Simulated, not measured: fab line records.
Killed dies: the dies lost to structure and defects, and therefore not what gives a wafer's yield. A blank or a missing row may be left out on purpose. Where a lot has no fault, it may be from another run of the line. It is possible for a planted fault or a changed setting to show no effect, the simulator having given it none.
fab line records    flow rit_cmos
[record] lots = 14  wafers = 42  last_day = 7
route steps=202 shown NLDD@112 PLDD@124
lots with no fault: from the same line, run without faults
start_h: the number of hours between the record's first day and the start of the first shown wafer of the lot    wait_h: time in hours since the lot's previous step    " same as the row above    L1.1+2: a single row standing in for several wafers    - no value present, or no start provided    * or withheld: withheld    < > ~ a bound
route shown NAME@n: names a module that has steps shown in the file, with the first one's number in the route    usual: mean and standard deviation over wafers with no fault    same: alike in all rows    chamber/n: place in a boat    sites: per-site readings    _std_site: their standard deviation    _edge_site: outer sites' mean less inner sites'    radius_mm: how far each site lies from the wafer's centre    mask NAME#n: copy n    behind: tool/chamber where the wafer was last shaped    hold: why the lot went on hold/how many hours it stayed there/how the hold came to an end    device: which transistor (n, p or np) failed to switch    end of line: the tests these same wafers got at the end of their route    a step given without rows: its recipe and nothing more    killed: the dies lost at the first sort to structure and to defects; this is not the yield of the wafer    map: the dies of a wafer, with x for killed, . for not killed, _ for no die there
set.NAME: the setting as run; set.NAME@STEP: as run at that earlier step    model.NAME: the simulator's own value behind a step, which no gauge read
steps of the route over a sample of lots; a table a step, a row a wafer
services: the hour from which a tool's chamber was out of use, counted from the record's first day as start_h (under 0 if before that day), plus the number of hours and why
[[steps]]
[step RIT_NLDD_STRIP_09]
[recipe] chemistry = O2  time_s = 180  resist = NOVOLAK  platen_temp_c = withheld  power_w = 500  pressure_mtorr = 4000  o2_flow_sccm = 4000
[usual] chamber_pressure_mTorr = 4000/4  drypump_motor_current_A = 5.5/0.37  time_s = 180/0
lot.wafer  tool             chamber  start_h  wait_h  chamber_pressure_mTorr  drypump_motor_current_A  rf_hours_counter_h  time_s
L756.1     plasma_asher-04  0        45.85    0.1     4000                    5.8                      41                  180
L756.3     "                0        "        "       4013                    5.8                      -                   180
L756.5     "                0        "        "       3995                    5.8                      -                   180
L757.1     plasma_asher-03  0        47.22    0.1     4003                    4.8                      41                  180
L757.2     "                1        "        "       3994                    5.7                      41                  180
L757.4     "                0        "        "       4003                    4.8                      -                   180
L758.2     plasma_asher-03  0        56.67    0.1     3997                    4.8                      42                  180
L758.3     "                0        "        "       3999                    4.8                      -                   180
L758.5     "                0        "        "       4004                    4.8                      -                   180
L761.1     plasma_asher-03  1        70.33    0.1     3992                    5.7                      43                  180
L761.2     "                0        "        "       4000                    4.8                      43                  180
L761.5     "                0        "        "       4002                    4.8                      -                   180
L764.1     plasma_asher-03  0        84.13    0.1     3995                    4.8                      45                  180
L764.4     "                1        "        "       3996                    5.7                      -                   180
L764.5     "                1        "        "       4001                    5.7                      -                   180
L765.3     plasma_asher-02  0        87.16    0.1     3997                    5.3                      -                   180
L765.4     "                1        "        "       3996                    5.7                      -                   180
L765.6     "                0        "        "       3999                    5.3                      -                   180
L766.2     plasma_asher-02  0        91.23    0.1     4002                    5.3                      46                  180
L766.4     "                0        "        "       3997                    5.3                      -                   180
L766.6     "                1        "        "       4004                    5.7                      -                   180
L767.3     plasma_asher-04  0        98.71    0.1     4005                    5.8                      -                   180
L767.5     "                0        "        "       4005                    5.8                      -                   180
L767.6     "                1        "        "       4002                    5.5                      -                   180
L768.2     plasma_asher-04  1        102.67   0.1     3999                    5.5                      48                  180
L768.5     "                1        "        "       4003                    5.5                      -                   180
L768.6     "                0        "        "       4003                    5.8                      -                   180
L769.1     plasma_asher-04  0        108.10   0.1     4004                    5.8                      48                  180
L769.2     "                1        "        "       3994                    5.5                      48                  180
L769.6     "                0        "        "       3995                    5.8                      -                   180
L771.1     plasma_asher-03  0        117.62   0.1     -                       -                        -                   -
L771.2     "                1        "        "       -                       -                        -                   -
L771.6     "                0        "        "       -                       -                        -                   -
L772.2     plasma_asher-04  0        121.25   0.1     -                       -                        -                   -
L772.3     "                0        "        "       -                       -                        -                   -
L772.5     "                1        "        "       -                       -                        -                   -
L778.2     plasma_asher-04  0        151.85   0.1     3996                    5.8                      4                   180
L778.3     "                0        "        "       4000                    5.8                      -                   180
L778.6     "                0        "        "       3998                    5.8                      -                   180
L779.2     plasma_asher-02  1        157.25   0.1     3998                    5.7                      53                  180
L779.4     "                0        "        "       4002                    5.3                      -                   180
L779.6     "                0        "        "       3998                    5.3                      -                   180
[step RIT_PLDD_TW_MEAS_10]
[usual] PLDD_TW = 2335/22
lot.wafer  tool           chamber  start_h  wait_h  PLDD_TW
L756.1     film_metro-02  -        47.45    0.1     2316
L756.3     "              -        "        "       2329
L756.5     "              -        "        "       2319
L757.1     film_metro-01  -        48.81    0.1     2343
L757.2     "              -        "        "       2338
L757.4     "              -        "        "       2334
L758.2     film_metro-02  -        58.59    0.1     2325
L758.3     "              -        "        "       2318
L758.5     "              -        "        "       2322
L761.1     film_metro-01  -        71.93    0.1     2348
L761.2     "              -        "        "       2340
L761.5     "              -        "        "       2330
L764.1     film_metro-01  -        85.73    0.1     2363
L764.4     "              -        "        "       2367
L764.5     "              -        "        "       2378
L765.3     film_metro-01  -        88.73    0.1     2357
L765.4     "              -        "        "       2384
L765.6     "              -        "        "       2378
L766.2     film_metro-03  -        92.96    0.1     2330
L766.4     "              -        "        "       2324
L766.6     "              -        "        "       2324
L767.3     film_metro-02  -        100.51   0.1     2317
L767.5     "              -        "        "       2314
L767.6     "              -        "        "       2308
L768.2     film_metro-01  -        104.40   0.1     2366
L768.5     "              -        "        "       2351
L768.6     "              -        "        "       2365
L769.1     film_metro-01  -        109.82   0.1     2376
L769.2     "              -        "        "       2355
L769.6     "              -        "        "       2359
L771.1     film_metro-01  -        119.21   0.1     30
L771.2     "              -        "        "       30
L771.6     "              -        "        "       30
L772.2     film_metro-02  -        122.85   0.1     30
L772.3     "              -        "        "       30
L772.5     "              -        "        "       30
L778.2     film_metro-01  -        153.59   0.1     2342
L778.3     "              -        "        "       2333
L778.6     "              -        "        "       2343
L779.2     film_metro-02  -        158.98   0.1     2321
L779.4     "              -        "        "       2304
L779.6     "              -        "        "       2315
[[services]]
tool             chamber  start_h  hours  kind
plasma_asher-04  -        54.47    2.2    repair
plasma_asher-04  -        108.75   9.0    pm
plasma_asher-04  0        108.75   9.0    vent_cycle
plasma_asher-04  1        108.75   9.0    vent_cycle
plasma_asher-04  0        117.75   -      clean
plasma_asher-04  1        117.75   -      clean
plasma_asher-02  -        122.05   2.1    repair
[[key]]
[first_sign] step = RIT_NLDD_STRIP_09  reading = tool_record  direction = missing
[effect] step = RIT_PLDD_TW_MEAS_10  reading = PLDD_TW  direction = down  sigmas = 99+  usual = 2335  struck = 30
met_at RIT_NLDD_STRIP_09
struck_lots L771,L772
later_rows_left_out L771.1,L771.2,L771.6,L772.2,L772.3,L772.5
sort_left_out L771.1,L771.2,L771.6,L772.2,L772.3,L772.5
tester_left_out L771,L772
onset_between 108.10 117.62
[fault] kind = skipped_step_whole  tool = plasma_asher-03,plasma_asher-04  chamber = -  onset_h = 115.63  steps = RIT_NLDD_STRIP_09  scope = struck_lots_only
// tester_left_out: of these lots the tester's yield and bins aren't shown, on N5 and GAA mostly nor the transistor test; their killed dies are dies lost to structure and defects alone, not to doping, threshold or leakage, so they don't give the yield
// sort_left_out: the simulated sort isn't trusted on such a fault, so these wafers' sort isn't shown, and their yield isn't known
// later_rows_left_out: the simulator's readings of these wafers behind a module that went badly wrong aren't trusted and aren't shown, but for the sort
